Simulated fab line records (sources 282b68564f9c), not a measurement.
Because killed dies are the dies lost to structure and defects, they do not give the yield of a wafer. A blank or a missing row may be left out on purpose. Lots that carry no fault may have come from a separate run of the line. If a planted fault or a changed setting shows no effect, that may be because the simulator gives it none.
Struck lot and sound lot, side by side + flow rit cmos + 40 steps out of a route of 202
Sound: wafers L464.3, L464.4, L464.6. Wafers struck: L474.1, L474.4, L474.6. The cause is given at the end.
For every step that has rows: the tool of each side, followed by ch and its chambers, followed by its first start. Under that, the readings that differ: sound wafers + struck wafers + difference of the means + sigmas: that difference in standard deviations of wafers without a fault.
alike: a reading whose means differ by less than 2 such deviations, as well as words and numbers matching on both sides. not compared: withheld readings; readings where some wafer has no value; bounds like >300 that might hide an equal value; numbers whose values overlap and for which the record gives no deviation.
Wherever a step has rows on one side only, a row that says differs or no value, or a row with sigmas, the two part there. Numbers that have no deviation but don't overlap get no sigmas and don't part them. A reading missing from all wafers of one side parts the sides only when that side holds two or more wafers.

RIT_ACTIVE_ETCH_13: etches Si3N4 in SF6, stops on SiO2, time 210 s, target depth 210 nm.
  sound on rie diel-02 ch 0,2, day 3 03:49; struck on rie diel-03 ch 0,3, day 5 04:43
  alike: SF6_flow_sccm, chamber pressure mTorr, drypump motor current A, oes product au, throttle valve pct
  not compared: rf hours counter h
RIT_ACTIVE_STRIP_14: strips in O2, time 180 s.
  sound on plasma asher-01 ch 0,1, day 3 04:01; struck on plasma asher-04 ch 0,1, day 5 04:51
  alike: drypump motor current A, o2 flow sccm
  not compared: rf hours counter h
RIT_ACTIVE_CD_MEAS_90: the cd target is 1400 nm.
  struck on cd sem-01, day 5 05:02; sound on cd sem-01, day 3 04:10
| reading    | sound                | struck               | difference | sigmas |
|------------|----------------------|----------------------|------------|--------|
| cd nm (nm) | 1394.6 1396.1 1395.5 | 1401.9 1401.7 1400.5 | +6.0       | +3     |
then, 4 steps without rows for these wafers: RIT_ACTIVE_CLEAN_15 (cleans in SC1, time 600 s); RIT_ACTIVE_CLEAN_16 (cleans in dHF, time 30 s); RIT_ACTIVE_CLEAN_17 (cleans in SC2, time 600 s); RIT_FOX1_OXIDATION_00 (target thk 350.7 nm, ox time 1130 s).
RIT_FOX1_THK_MEAS_01:
  struck on film metro-01, day 5 08:57; sound on film metro-04, day 3 06:13
  alike: FOX1_OXIDE_THK
then, 2 steps without rows for these wafers: RIT_FOX1_WET_ETCH_02 (etches SiO2 in BOE, target depth 350 nm, time 390 s); RIT_FOX2_OXIDATION_00 (target thk 350.7 nm, ox time 1130 s).
RIT_FOX2_THK_MEAS_01:
  struck on film metro-01, day 5 10:34; sound on film metro-01, day 3 07:47
| reading             | sound       | struck      | difference | sigmas |
|---------------------|-------------|-------------|------------|--------|
| FOX2_OXIDE_THK (nm) | 365 370 365 | 355 345 354 | -15        | -2     |
then, 1 step without rows for these wafers: RIT_FOX2_CLEAN_02 (cleans in dHF, time 180 s).
RIT_FOX2_WET_ETCH_03: etches Si3N4 in H3PO4, target depth 195 nm, time 2700 s.
  sound on wet bench-02 ch 0, day 3 07:52; struck on wet bench-04 ch 3, day 5 10:41
  no value came back on the struck wafers for bath guard temp C (C), bath heat duty pct (%); on the sound wafers bath guard temp C (C) reads 165.1 165.3 165.1
| reading                                  | sound | struck            | difference | sigmas |
|------------------------------------------|-------|-------------------|------------|--------|
| model.Si3N4_of_ACTIVE_CVD_03.thk nm (nm) | 0 0 0 | 129.6 131.2 130.8 | +130.5     |        |
  not compared: model.SiO2_of_FOX2_OXIDATION_00.thk nm, model.SiO2_of_ACTIVE_OXIDATION_01.thk nm
then, 6 steps without rows for these wafers: RIT_NWELL_HMDS_00 (prime time 60 s); RIT_NWELL_COAT_01 (resist thk 1300 nm); RIT_NWELL_SOFTBAKE_02 (time 60 s); RIT_NWELL_EXPOSE_03 (exposes mask M2, target cd 43900 nm); RIT_NWELL_PEB_04; RIT_NWELL_DEVELOP_05 (develop time 68 s).
RIT_NWELL_OVL_MEAS_06:
  struck on overlay-01, day 5 13:16; sound on overlay-02, day 3 09:35
  alike: NWELL_OVL
then, 2 steps without rows for these wafers: RIT_NWELL_HARDBAKE_07 (time 120 s); RIT_NWELL_IMPLANT_08.
RIT_NWELL_STRIP_09: strips in O2, time 180 s.
  sound on plasma asher-04 ch 0,1, day 3 10:04; struck on plasma asher-03 ch 0,1, day 5 13:42
  alike: drypump motor current A, o2 flow sccm
  not compared: rf hours counter h
RIT_NWELL_TW_MEAS_10:
  struck on film metro-01, day 5 13:52; sound on film metro-01, day 3 10:12
  alike: NWELL_TW
then, 6 steps without rows for these wafers: RIT_PWELL_HMDS_00 (prime time 60 s); RIT_PWELL_COAT_01 (resist thk 1300 nm); RIT_PWELL_SOFTBAKE_02 (time 60 s); RIT_PWELL_EXPOSE_03 (exposes mask M3, target cd 43700 nm); RIT_PWELL_PEB_04; RIT_PWELL_DEVELOP_05 (develop time 68 s).
RIT_PWELL_OVL_MEAS_06:
  struck on overlay-02, day 5 14:56; sound on overlay-01, day 3 11:16
  alike: PWELL_OVL
then, 2 steps without rows for these wafers: RIT_PWELL_HARDBAKE_07 (time 120 s); RIT_PWELL_IMPLANT_08.
RIT_PWELL_STRIP_09: strips in O2, time 180 s.
  sound on plasma asher-04 ch 0,1, day 3 11:44; struck on plasma asher-03 ch 0, day 5 15:22
  alike: drypump motor current A, o2 flow sccm
  not compared: rf hours counter h
RIT_PWELL_TW_MEAS_10:
  struck on film metro-02, day 5 15:33; sound on film metro-03, day 3 11:53
  alike: PWELL_TW
then, 4 steps without rows for these wafers: RIT_WELLDRIVE_ANNEAL_00 (time 14700 s); RIT_NRETRO_HMDS_00 (prime time 60 s); RIT_NRETRO_COAT_01 (resist thk 1300 nm); RIT_NRETRO_SOFTBAKE_02 (time 60 s).
RIT_GATE_CLEAN_04: cleans in dHF, time 60 s.
  sound on wet bench-03 ch 1, day 3 21:13; struck on wet bench-02 ch 1, day 6 01:28
  not compared: model.SiO2_of_FOX2_OXIDATION_00.thk nm

== WHERE THEY PART ==
Last at RIT_FOX2_WET_ETCH_03 as far as this record goes, first at RIT_ACTIVE_CD_MEAS_90. Later steps at which nothing parts them and some readings are alike: RIT_NWELL_OVL_MEAS_06, RIT_NWELL_STRIP_09, RIT_NWELL_TW_MEAS_10, RIT_PWELL_OVL_MEAS_06, RIT_PWELL_STRIP_09, RIT_PWELL_TW_MEAS_10.

WHY: what the simulator had put in
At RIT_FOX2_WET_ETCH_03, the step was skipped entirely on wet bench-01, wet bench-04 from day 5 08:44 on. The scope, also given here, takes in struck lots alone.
